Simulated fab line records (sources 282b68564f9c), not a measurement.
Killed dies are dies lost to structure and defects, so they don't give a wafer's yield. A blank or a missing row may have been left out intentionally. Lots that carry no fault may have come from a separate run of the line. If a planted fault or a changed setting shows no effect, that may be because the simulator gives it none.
Problem report, 8D (eight disciplines) form, completed by code :: flow rit-cmos :: the parts of the form that need people (team, actions taken, sign-off) are left out

== 1. PROBLEM STATEMENT ==
Wafers without a fault read 7.1, standard deviation 2.8; killed-at-front-end at RIT_M1_PROBE_99 reads a mean of 39.7 on 6 wafers belonging to 2 lots. Measured from the usual mean, that is +12 standard deviations.
Earliest sighting: wafer L164.3 on prober-01 at day 5 22:58. The record holds 12 wafers of 4 lots with a number at this step. By rule, "out" or "out of limits" means more than 4 standard deviations away from the usual mean. Any other wafer with a number is counted as sound.

== 2. WHAT THIS IS AND IS NOT ==
question: which readings at this step
is: killed-at-front-end, killed-dies
is not: killed-open, killed-short

question: which lots
is: L164, L166
is not: L168, L172

question: which wafers of those lots
is: all that have a number
is not: -

question: read on which tools
is: prober-01
is not: prober-02

question: when
is: from day 5 22:58
is not: up to then (0 sound wafers); but 6 sound wafers of L168, L172 came after

== 3. WHAT RULES OUT EACH SUSPECT ==
Counting: a tool at any process step up to the reading remains a suspect when it ran all the lots that are out and ran no sound lot after the first of those.
- plasma-asher-01 at RIT_NSD_STRIP_09 (strips in O2, time 180 s): kept. It ran every lot that is out, first L164 (day 5 12:01), and no sound lot after that.
- prober-01 at RIT_M1_PROBE_99: ruled out as a lasting fault. The sound lots L168 went through it after L164, its earliest lot that is out (day 5 22:58).
After counting, what remains is plasma-asher-01 at RIT_NSD_STRIP_09.

== 4. THE CAUSE (what the simulator had put in) ==
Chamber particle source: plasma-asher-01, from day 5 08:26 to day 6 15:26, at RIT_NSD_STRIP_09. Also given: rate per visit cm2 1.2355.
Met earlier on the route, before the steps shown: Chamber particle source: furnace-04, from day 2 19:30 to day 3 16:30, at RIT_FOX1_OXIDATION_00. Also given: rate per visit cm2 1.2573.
This tool alone remained once counting was done.

== 5. SEQUENCE OF EFFECTS, ordered by route ==
Each row: a reading whose mean over the struck wafers that have a number lies more than 3 standard deviations from the usual. Only readings for which the record gives a usual standard deviation are gone through. hours: the time from each lot's start at the first step in this table that gives one to its start at this step, as a median over the lots. sigmas: the change in usual standard deviations.
hours: 0
step: RIT_M1_PROBE_99
reading: killed-at-front-end
usual: 7.1
on struck wafers: 39.7
change: +32.6
sigmas: +12

hours: 0
step: RIT_M1_PROBE_99
reading: killed-dies
usual: 7.1
on struck wafers: 39.8
change: +32.7
sigmas: +11

hours: 0
step: RIT_M1_PROBE_99
reading: killed-on-rim
usual: 1.9
on struck wafers: 6.5
change: +4.6
sigmas: +3.1
Here are the process steps it includes:
- RIT_M1_PROBE_99

== 6. WHAT WOULD HAVE CAUGHT IT SOONER ==
15 hours passed between the start of the fault at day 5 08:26 and the first reading out of limits in this record, taken at day 5 22:58.
An alarm limit of 4 standard deviations would not have fired on the tool readings at RIT_NSD_STRIP_09 for which the record gives a usual standard deviation, since none of them was out on any struck wafer.
Of the lots that are out (2), L166 began RIT_NSD_STRIP_09 on plasma-asher-01 after day 5 22:58. A hold on the tool at that time would have spared it.
